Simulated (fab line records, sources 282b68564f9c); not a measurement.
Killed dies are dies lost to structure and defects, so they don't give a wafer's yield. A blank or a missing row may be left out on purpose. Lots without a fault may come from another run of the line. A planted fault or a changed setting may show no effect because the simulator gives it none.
Which tool did it? | flow rit_cmos | 13 lots, 39 wafers sampled, at 5 steps of a route of 202

WHAT THE GAUGES READ, wafer by wafer
RIT_FOX2_THK_MEAS_01. Usual: FOX2_OXIDE_THK 353 nm, standard deviation 6.1.
lot  | measured    | on            | FOX2_OXIDE_THK (nm) | flag
L480 | day 2 04:24 | film_metro-01 | 363 356 355         |
L481 | day 2 09:29 | film_metro-04 | 354 350 355         |
L482 | day 2 16:08 | film_metro-04 | 355 357 350         |
L483 | day 2 21:56 | film_metro-02 | 353 356 356         |
L484 | day 3 02:57 | film_metro-01 | 337 338 339         |
L485 | day 3 05:44 | film_metro-01 | 344 350 348         |
L486 | day 3 11:47 | film_metro-01 | 355 355 352         |
L491 | day 4 11:23 | film_metro-01 | 359 358 361         |
L495 | day 5 11:16 | film_metro-01 | 351 350 353         |
L496 | day 5 13:24 | film_metro-01 | 356 358 353         |
L497 | day 5 17:32 | film_metro-01 | 356 349 349         |
L499 | day 6 05:36 | film_metro-01 | 347 346 353         |
L500 | day 6 10:46 | film_metro-04 | 361 364 361         |

RIT_FOX2_THK_MEAS_90. Usual: FIELD_OXIDE_LEFT_1_THK 325 nm, standard deviation 6.1.
lot  | measured    | on            | FIELD_OXIDE_LEFT_1_THK (nm) | flag
L480 | day 2 06:02 | film_metro-01 | 336 329 328                 |
L481 | day 2 10:22 | film_metro-02 | 328 323 328                 |
L482 | day 2 17:04 | film_metro-01 | 328 329 322                 |
L483 | day 2 22:49 | film_metro-01 | 327 329 330                 |
L484 | day 3 03:50 | film_metro-02 | 311 311 312                 |
L485 | day 3 06:37 | film_metro-01 | 316 322 320                 |
L486 | day 3 14:56 | film_metro-01 | 328 329 326                 |
L491 | day 4 12:16 | film_metro-02 | 332 331 335                 |
L495 | day 5 12:11 | film_metro-02 | 324 323 326                 |
L496 | day 5 15:02 | film_metro-04 | 329 331 326                 |
L497 | day 5 18:28 | film_metro-01 | 328 321 321                 |
L499 | day 6 07:14 | film_metro-02 | 319 319 325                 |
L500 | day 6 11:38 | film_metro-01 | 334 336 333                 |

RIT_NLDD_OVL_MEAS_06. Usual: NLDD_OVL 0.4 nm, standard deviation 1.6.
lot  | measured    | on         | NLDD_OVL (nm)  | flag
L480 | day 3 03:43 | overlay-01 | 3.7 0.3 2.9    |
L481 | day 3 08:02 | overlay-01 | 0.8 0.5 1.0    |
L482 | day 3 14:34 | overlay-02 | 1.6 2.9 -0.6   |
L483 | day 3 23:08 | overlay-02 | 1.4 1.9 0.3    |
L484 | day 4 02:36 | overlay-02 | -1.1 2.2 -2.3  |
L485 | day 4 06:22 | overlay-01 | -2.5 -1.9 -0.5 |
L486 | day 4 13:42 | overlay-01 | 1.3 1.1 0.5    |
L491 | day 5 10:58 | overlay-02 | 0.7 0.4 1.1    |
L495 | day 6 11:36 | overlay-02 | 0.8 -0.5 -0.5  |
L496 | day 6 14:01 | overlay-01 | 1.1 -2.5 -1.6  |
L497 | day 6 19:14 | overlay-01 | 2.6 0.9 3.0    |
L499 | day 7 05:29 | overlay-02 | -1.4 -0.2 -1.9 |
L500 | day 7 11:49 | overlay-02 | 1.8 0.3 -0.4   |

RIT_CONTACT_THK_MEAS_01. Usual: CONTACT_TEOS_THK 401 nm, standard deviation 4.5.
lot  | measured    | on            | CONTACT_TEOS_THK (nm)   | flag
L480 | day 3 13:02 | film_metro-03 | 398 401 407             |
L481 | day 3 17:08 | film_metro-01 | 396 406 402             |
L482 | day 3 23:53 | film_metro-03 | 395 400 397             |
L483 | day 4 08:28 | film_metro-01 | 395 403 400             |
L484 | day 4 12:07 | film_metro-03 | 394 399 400             |
L485 | day 4 15:38 | film_metro-01 | 401 403 410             |
L486 | day 4 23:44 | film_metro-01 | 398 394 400             |
L491 | day 5 21:22 | film_metro-02 | 395 406 407             |
L495 | day 6 20:43 | film_metro-01 | 396 553 397 396 553 397 | OFF
L496 | day 7 00:19 | film_metro-03 | 392 402 407             |
L497 | day 7 04:20 | film_metro-01 | 394 396 396             |
L499 | day 7 14:42 | film_metro-01 | 395 401 400             |
L500 | day 7 21:10 | film_metro-02 | 397 402 398             |

WHICH TOOL RAN EACH LOT (tool, then ch and the chambers of the sampled wafers, then the start)
lot  | RIT_CONTACT_CVD_00
L480 | pecvd-01 ch 0,1,2, day 3 12:59
L481 | pecvd-04 ch 0,1,2, day 3 17:05
L482 | pecvd-03 ch 0,1, day 3 23:50
L483 | pecvd-01 ch 0,1,2, day 4 08:25
L484 | pecvd-04 ch 1,2, day 4 12:02
L485 | pecvd-03 ch 1,2, day 4 15:34
L486 | pecvd-01 ch 0,2, day 4 23:41
L491 | pecvd-03 ch 0,1,2, day 5 21:19
L495 | pecvd-01 ch 0,1, day 6 20:39
L496 | pecvd-04 ch 0,1, day 7 00:16
L497 | pecvd-03 ch 0,1,2, day 7 04:17
L499 | pecvd-04 ch 0,2, day 7 14:37
L500 | pecvd-03 ch 0,2, day 7 21:07
- RIT_CONTACT_CVD_00: deposits SiO2 from TEOS, target thk 400 nm, time 61 s.

WHAT THE TOOLS THEMSELVES READ (means of the sampled wafers that have a number; where no wafer has one, the mark that the record gives instead)
RIT_CONTACT_CVD_00. Usual: heater_power_w 308 W, standard deviation 63; run_length_s 89.0 s, standard deviation 0.58.
lot  | tool     | heater_power_w (W) | run_length_s (s) | flag
L480 | pecvd-01 | 291                | 88.6             |
L481 | pecvd-04 | 266                | 89.5             |
L482 | pecvd-03 | 371                | 88.4             |
L483 | pecvd-01 | 326                | 88.8             |
L484 | pecvd-04 | 246                | 89.9             |
L485 | pecvd-03 | 397                | 88.5             |
L486 | pecvd-01 | 272                | 88.3             |
L491 | pecvd-03 | 339                | 88.7             |
L495 | pecvd-01 | 327                | 96.8             | OFF
L496 | pecvd-04 | 250                | 89.7             |
L497 | pecvd-03 | 370                | 88.3             |
L499 | pecvd-04 | 268                | 89.3             |
L500 | pecvd-03 | 378                | 88.9             |

THE ANSWER, worked out from the rows above alone
Rule: a lot is off if the mean of its wafers that have a number lies more than 3 standard deviations from the usual mean. A lot without any number at a reading at which 4 lots or more have one is off too. The other lots that the step has rows for count as sound. The gauges are gone through in route order, then the tools' own readings, and for those a lot's mean is taken as printed above. The first step at which some lot is off is used, and at that step the reading that is off furthest; a lot without a number counts as furthest.
Off: L495, at RIT_CONTACT_THK_MEAS_01 (CONTACT_TEOS_THK).
A tool fits if, at a process step before that reading, it ran every lot that is off, and no sound lot after the first of them. The gauges at RIT_CONTACT_THK_MEAS_01 aren't tried: what is off there is off at RIT_CONTACT_CVD_00 too, on other tools, and a gauge's error can't cause that. One fits: pecvd-01 at RIT_CONTACT_CVD_00. Its last sound lot is L486 (day 4 23:41), its first lot that is off L495 (day 6 20:39): a fault that began between those two fits.
The tool's own readings at RIT_CONTACT_CVD_00 bear it out: on the lots that are off they differ by more than 5 times the standard deviation of the sound lots' means. run_length_s reads 96.8 s there against 88.9 s on the sound lots.

WHAT THE SIMULATOR HAD PUT IN
Process parameter drift: pecvd-01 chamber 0, from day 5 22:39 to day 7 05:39, at RIT_CONTACT_CVD_00. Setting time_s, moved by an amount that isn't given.
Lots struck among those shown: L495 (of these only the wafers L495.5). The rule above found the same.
